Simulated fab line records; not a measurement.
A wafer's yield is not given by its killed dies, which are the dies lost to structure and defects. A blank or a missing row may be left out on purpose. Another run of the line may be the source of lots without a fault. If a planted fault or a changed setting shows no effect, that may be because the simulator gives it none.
Lot-split experiment :: flow berkeley cmos170 :: 23 wafers read across 5 lots, on a route 331 steps long

ABOUT THE SPLIT
At UCB170_NVT_COAT_01 (resist thk 900 nm), the setting spin rpm was moved away from the recipe's 1500 rpm on 4 of the 23 wafers read, by -4.2% to +3.1%. This setting was run at the recipe's value on the other wafers.

Reading taken at the split's own step.

THE READING
KrF_of_NVT_COAT_01.thk nm (the simulator's own value, which no gauge read), in nm, at UCB170_NVT_COAT_01 (resist thk 900 nm). No usual value for it is given in the file. Across the 19 wafers here that went through the recipe, the average is 900.2 nm and the standard deviation 2 nm.

wafer: L074.2
tool, chamber at the split: litho track-03, 0
spin rpm as run, rpm: 1500
against the recipe: recipe
KrF_of_NVT_COAT_01.thk nm, nm: 899.7
against lot-mates on the recipe: -

wafer: L074.3
tool, chamber at the split: litho track-03, 0
spin rpm as run, rpm: 1500
against the recipe: recipe
KrF_of_NVT_COAT_01.thk nm, nm: 898.2
against lot-mates on the recipe: -

wafer: L074.4
tool, chamber at the split: litho track-03, 0
spin rpm as run, rpm: 1500
against the recipe: recipe
KrF_of_NVT_COAT_01.thk nm, nm: 896.9
against lot-mates on the recipe: -

wafer: L077.1
tool, chamber at the split: litho track-03, 0
spin rpm as run, rpm: 1500
against the recipe: recipe
KrF_of_NVT_COAT_01.thk nm, nm: 900.7
against lot-mates on the recipe: -

wafer: L077.2
tool, chamber at the split: litho track-03, 0
spin rpm as run, rpm: 1500
against the recipe: recipe
KrF_of_NVT_COAT_01.thk nm, nm: 903.2
against lot-mates on the recipe: -

wafer: L077.3
tool, chamber at the split: litho track-03, 0
spin rpm as run, rpm: 1500
against the recipe: recipe
KrF_of_NVT_COAT_01.thk nm, nm: 900.3
against lot-mates on the recipe: -

wafer: L077.5
tool, chamber at the split: litho track-03, 0
spin rpm as run, rpm: 1500
against the recipe: recipe
KrF_of_NVT_COAT_01.thk nm, nm: 902.7
against lot-mates on the recipe: -

wafer: L077.6
tool, chamber at the split: litho track-03, 0
spin rpm as run, rpm: 1500
against the recipe: recipe
KrF_of_NVT_COAT_01.thk nm, nm: 899.3
against lot-mates on the recipe: -

wafer: L079.1
tool, chamber at the split: litho track-04, 0
spin rpm as run, rpm: 1500
against the recipe: recipe
KrF_of_NVT_COAT_01.thk nm, nm: 900.1
against lot-mates on the recipe: -

wafer: L079.2
tool, chamber at the split: litho track-04, 0
spin rpm as run, rpm: 1546
against the recipe: +3.1%
KrF_of_NVT_COAT_01.thk nm, nm: 887
against lot-mates on the recipe: -15.2

wafer: L079.3
tool, chamber at the split: litho track-04, 0
spin rpm as run, rpm: 1500
against the recipe: recipe
KrF_of_NVT_COAT_01.thk nm, nm: 904.9
against lot-mates on the recipe: -

wafer: L079.4
tool, chamber at the split: litho track-04, 0
spin rpm as run, rpm: 1500
against the recipe: recipe
KrF_of_NVT_COAT_01.thk nm, nm: 901.7
against lot-mates on the recipe: -

wafer: L079.5
tool, chamber at the split: litho track-04, 0
spin rpm as run, rpm: 1546
against the recipe: +3.1%
KrF_of_NVT_COAT_01.thk nm, nm: 889.3
against lot-mates on the recipe: -12.9

wafer: L083.1
tool, chamber at the split: litho track-04, 0
spin rpm as run, rpm: 1500
against the recipe: recipe
KrF_of_NVT_COAT_01.thk nm, nm: 899.6
against lot-mates on the recipe: -

wafer: L083.2
tool, chamber at the split: litho track-04, 0
spin rpm as run, rpm: 1437
against the recipe: -4.2%
KrF_of_NVT_COAT_01.thk nm, nm: 916.9
against lot-mates on the recipe: +18.1

wafer: L083.4
tool, chamber at the split: litho track-04, 0
spin rpm as run, rpm: 1500
against the recipe: recipe
KrF_of_NVT_COAT_01.thk nm, nm: 897
against lot-mates on the recipe: -

wafer: L083.5
tool, chamber at the split: litho track-04, 0
spin rpm as run, rpm: 1500
against the recipe: recipe
KrF_of_NVT_COAT_01.thk nm, nm: 899.7
against lot-mates on the recipe: -

wafer: L083.6
tool, chamber at the split: litho track-04, 0
spin rpm as run, rpm: 1437
against the recipe: -4.2%
KrF_of_NVT_COAT_01.thk nm, nm: 918.7
against lot-mates on the recipe: +19.9

wafer: L085.1
tool, chamber at the split: litho track-02, 0
spin rpm as run, rpm: 1500
against the recipe: recipe
KrF_of_NVT_COAT_01.thk nm, nm: 897.8
against lot-mates on the recipe: -

wafer: L085.2
tool, chamber at the split: litho track-02, 0
spin rpm as run, rpm: 1500
against the recipe: recipe
KrF_of_NVT_COAT_01.thk nm, nm: 899.7
against lot-mates on the recipe: -

wafer: L085.3
tool, chamber at the split: litho track-02, 0
spin rpm as run, rpm: 1500
against the recipe: recipe
KrF_of_NVT_COAT_01.thk nm, nm: 902.3
against lot-mates on the recipe: -

wafer: L085.4
tool, chamber at the split: litho track-02, 0
spin rpm as run, rpm: 1500
against the recipe: recipe
KrF_of_NVT_COAT_01.thk nm, nm: 899.5
against lot-mates on the recipe: -

wafer: L085.5
tool, chamber at the split: litho track-02, 0
spin rpm as run, rpm: 1500
against the recipe: recipe
KrF_of_NVT_COAT_01.thk nm, nm: 900.4
against lot-mates on the recipe: -

THE FIT
A straight line over all 23 wafers: KrF_of_NVT_COAT_01.thk nm changes by -4.1 nm for each +1% of spin rpm; r = -0.96; the points scatter about the line by 2 nm.
The same after taking each lot's own level away (the mean of its wafers on the recipe; 23 wafers): -4.55 nm for each +1%; r = -0.98; scatter 1.5 nm.
According to that fit, moving spin rpm by its largest amount changes the reading by 19 nm.
Across the lots, their own levels run from 898.27 to 902.23 nm, a range of 2.0 times the standard deviation given above.
Thus the slope moves with the lot-to-lot level: the two fits are different.
Check: with one of the wafers moved furthest among these (-4.2%) left out of the fit, the line predicts +19.6 nm for it against its lot-mates. It came out at +18.1 nm against them.

FURTHER SPLITS ON THESE WAFERS
These wafers also went through other splits before the reading. Each is held against what the fit with the lots' levels taken away leaves over:
other split on the same wafers: UCB170_WELLDRIVE_OXIDATION_01 temp c
wafers away from the commonest value: 15
r with KrF_of_NVT_COAT_01.thk nm (lot level and that fit taken away): +0.00

other split on the same wafers: UCB170_ACTIVE_STRIP_16 power w
wafers away from the commonest value: 4
r with KrF_of_NVT_COAT_01.thk nm (lot level and that fit taken away): -0.36

other split on the same wafers: UCB170_PFIELD_IMPLANT_07 dose cm2
wafers away from the commonest value: 11
r with KrF_of_NVT_COAT_01.thk nm (lot level and that fit taken away): -0.10

THE WHOLE CHAIN: every reading that the file lists as answering this split, in the file's order
step: UCB170_NVT_COAT_01
what it does: resist thk 900 nm
reading: KrF_of_NVT_COAT_01.thk nm (the simulator's own value, which no gauge read)
change (the file's fit): -4.56 nm for each +1% of the setting
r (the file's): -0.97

step: UCB170_NVT_STRIP_08
what it does: strips in O2
reading: strip time to endpoint s
change (the file's fit): withheld for each +1% of the setting
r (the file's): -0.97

FILE'S OWN FIT
KrF_of_NVT_COAT_01.thk nm changes by -4.56 nm for each +1% of spin rpm, r = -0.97.
